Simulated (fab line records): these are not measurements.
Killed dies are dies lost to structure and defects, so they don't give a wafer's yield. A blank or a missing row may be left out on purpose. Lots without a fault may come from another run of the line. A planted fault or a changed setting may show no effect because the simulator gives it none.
Split-lot experiment :: flow ritCmos :: 23 wafers read across 5 lots, on a route 202 steps long

ON THE SPLIT
At RIT_NSD_IMPLANT_08, the setting doseCm2 was moved away from the recipe's 1e+15 on 8 of the 23 wafers read, by -3.8% to +7.0%. All remaining wafers had this setting at the recipe value.

FROM THE SPLIT TO THE READING: what the file shows between them, 2 steps
- RIT_SDANNEAL_CLEAN_02: cleans in SC2, time 600 s (also split here: timeS)
- RIT_SDANNEAL_RTA_03: time 5 s

THE READING
NSD_RS (ohm/sq), read at RIT_SDANNEAL_RS_MEAS_05 with a four-point probe. On this fab line, fault-free wafers typically give 84.62 ohm/sq with a standard deviation of 0.24 ohm/sq.

wafer: L078.1
tool, chamber at the split: implanter-01, 0
doseCm2 as run: 1.07e+15
against the recipe: +7.0%
NSD_RS, ohm/sq: 80.68
against lot-mates on the recipe: -4.11

wafer: L078.3
tool, chamber at the split: implanter-01, 0
doseCm2 as run: 1.07e+15
against the recipe: +7.0%
NSD_RS, ohm/sq: 80.57
against lot-mates on the recipe: -4.22

wafer: L078.4
tool, chamber at the split: implanter-01, 0
doseCm2 as run: 1e+15
against the recipe: recipe
NSD_RS, ohm/sq: 84.73
against lot-mates on the recipe: -

wafer: L078.5
tool, chamber at the split: implanter-01, 0
doseCm2 as run: 1e+15
against the recipe: recipe
NSD_RS, ohm/sq: 84.79
against lot-mates on the recipe: -

wafer: L078.6
tool, chamber at the split: implanter-01, 0
doseCm2 as run: 1e+15
against the recipe: recipe
NSD_RS, ohm/sq: 84.85
against lot-mates on the recipe: -

wafer: L079.1
tool, chamber at the split: implanter-01, 0
doseCm2 as run: 1.019e+15
against the recipe: +1.9%
NSD_RS, ohm/sq: 82.94
against lot-mates on the recipe: -1.59

wafer: L079.2
tool, chamber at the split: implanter-01, 0
doseCm2 as run: 1e+15
against the recipe: recipe
NSD_RS, ohm/sq: 84.54
against lot-mates on the recipe: -

wafer: L079.3
tool, chamber at the split: implanter-01, 0
doseCm2 as run: 1.019e+15
against the recipe: +1.9%
NSD_RS, ohm/sq: 83.34
against lot-mates on the recipe: -1.19

wafer: L079.5
tool, chamber at the split: implanter-01, 0
doseCm2 as run: 1.019e+15
against the recipe: +1.9%
NSD_RS, ohm/sq: 83.09
against lot-mates on the recipe: -1.44

wafer: L079.6
tool, chamber at the split: implanter-01, 0
doseCm2 as run: 1e+15
against the recipe: recipe
NSD_RS, ohm/sq: 84.51
against lot-mates on the recipe: -

wafer: L080.1
tool, chamber at the split: implanter-01, 0
doseCm2 as run: 1e+15
against the recipe: recipe
NSD_RS, ohm/sq: 84.46
against lot-mates on the recipe: -

wafer: L080.2
tool, chamber at the split: implanter-01, 0
doseCm2 as run: 9.622e+14
against the recipe: -3.8%
NSD_RS, ohm/sq: 87.20
against lot-mates on the recipe: +2.66

wafer: L080.3
tool, chamber at the split: implanter-01, 0
doseCm2 as run: 9.622e+14
against the recipe: -3.8%
NSD_RS, ohm/sq: 87.45
against lot-mates on the recipe: +2.91

wafer: L080.5
tool, chamber at the split: implanter-01, 0
doseCm2 as run: 1e+15
against the recipe: recipe
NSD_RS, ohm/sq: 84.62
against lot-mates on the recipe: -

wafer: L080.6
tool, chamber at the split: implanter-01, 0
doseCm2 as run: 9.622e+14
against the recipe: -3.8%
NSD_RS, ohm/sq: 87.55
against lot-mates on the recipe: +3.01

wafer: L081.1
tool, chamber at the split: implanter-04, 0
doseCm2 as run: 1e+15
against the recipe: recipe
NSD_RS, ohm/sq: 84.46
against lot-mates on the recipe: -

wafer: L081.3
tool, chamber at the split: implanter-04, 0
doseCm2 as run: 1e+15
against the recipe: recipe
NSD_RS, ohm/sq: 84.76
against lot-mates on the recipe: -

wafer: L081.4
tool, chamber at the split: implanter-04, 0
doseCm2 as run: 1e+15
against the recipe: recipe
NSD_RS, ohm/sq: 84.53
against lot-mates on the recipe: -

wafer: L081.5
tool, chamber at the split: implanter-04, 0
doseCm2 as run: 1e+15
against the recipe: recipe
NSD_RS, ohm/sq: 84.37
against lot-mates on the recipe: -

wafer: L081.6
tool, chamber at the split: implanter-04, 0
doseCm2 as run: 1e+15
against the recipe: recipe
NSD_RS, ohm/sq: 84.29
against lot-mates on the recipe: -

wafer: L084.1
tool, chamber at the split: implanter-03, 0
doseCm2 as run: 1e+15
against the recipe: recipe
NSD_RS, ohm/sq: 84.75
against lot-mates on the recipe: -

wafer: L084.2
tool, chamber at the split: implanter-03, 0
doseCm2 as run: 1e+15
against the recipe: recipe
NSD_RS, ohm/sq: 84.59
against lot-mates on the recipe: -

wafer: L084.3
tool, chamber at the split: implanter-03, 0
doseCm2 as run: 1e+15
against the recipe: recipe
NSD_RS, ohm/sq: 85.04
against lot-mates on the recipe: -

THE FIT
A straight line over all 23 wafers: NSD_RS changes by -0.636 ohm/sq for each +1% of doseCm2; r = -0.99; the points scatter about the line by 0.29 ohm/sq.
The same after taking each lot's own level away (the mean of its wafers on the recipe; 23 wafers): -0.654 ohm/sq for each +1%; r = -0.99; scatter 0.24 ohm/sq.
On that fit, the largest move of doseCm2 shifts the reading by 4.6 ohm/sq.
From 84.482 to 84.793 ohm/sq: that is the span of the lots' own levels, equal to 1.3 times the standard deviation above.
Hence the lot-to-lot level has little effect on the slope; both slopes agree.
Check: -4.72 ohm/sq against its lot-mates is what the line predicts for one of the wafers moved furthest among these (+7.0%) when that wafer is left out of the fit. It came out at -4.11 ohm/sq against them.

OTHER SPLITS ON THESE WAFERS
Note: prior to the reading, these wafers also went through further splits. Each is held against what the fit with the lots' levels taken away leaves over:
other split on the same wafers: RIT_ACTIVE_OXIDATION_01 oxTimeS
wafers away from the commonest value: 15
r with NSD_RS (lot level and that fit taken away): +0.47

other split on the same wafers: RIT_ACTIVE_COAT_06 spinRpm
wafers away from the commonest value: 9
r with NSD_RS (lot level and that fit taken away): -0.37

other split on the same wafers: RIT_FOX2_OXIDATION_00 oxTimeS
wafers away from the commonest value: 10
r with NSD_RS (lot level and that fit taken away): -0.26

other split on the same wafers: RIT_PRETRO_IMPLANT_08 energyKev
wafers away from the commonest value: 9
r with NSD_RS (lot level and that fit taken away): -0.05

other split on the same wafers: RIT_GATE_CVD_08 pressureMtorr
wafers away from the commonest value: 10
r with NSD_RS (lot level and that fit taken away): +0.38

other split on the same wafers: RIT_GATE_DEVELOP_15 developTimeS
wafers away from the commonest value: 6
r with NSD_RS (lot level and that fit taken away): +0.22

other split on the same wafers: RIT_REOX_OXIDATION_03 oxTimeS
wafers away from the commonest value: 15
r with NSD_RS (lot level and that fit taken away): -0.14

other split on the same wafers: RIT_NLDD_COAT_01 spinRpm
wafers away from the commonest value: 9
r with NSD_RS (lot level and that fit taken away): +0.13

other split on the same wafers: RIT_PLDD_COAT_01 spinRpm
wafers away from the commonest value: 5
r with NSD_RS (lot level and that fit taken away): -0.13

other split on the same wafers: RIT_NSD_COAT_01 resistThkNm
wafers away from the commonest value: 7
r with NSD_RS (lot level and that fit taken away): +0.10

other split on the same wafers: RIT_SDANNEAL_CLEAN_02 timeS
wafers away from the commonest value: 18
r with NSD_RS (lot level and that fit taken away): -0.10

THE FILE'S OWN FIT
NSD_RS changes by -0.638 ohm/sq for each +1% of doseCm2, r = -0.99.
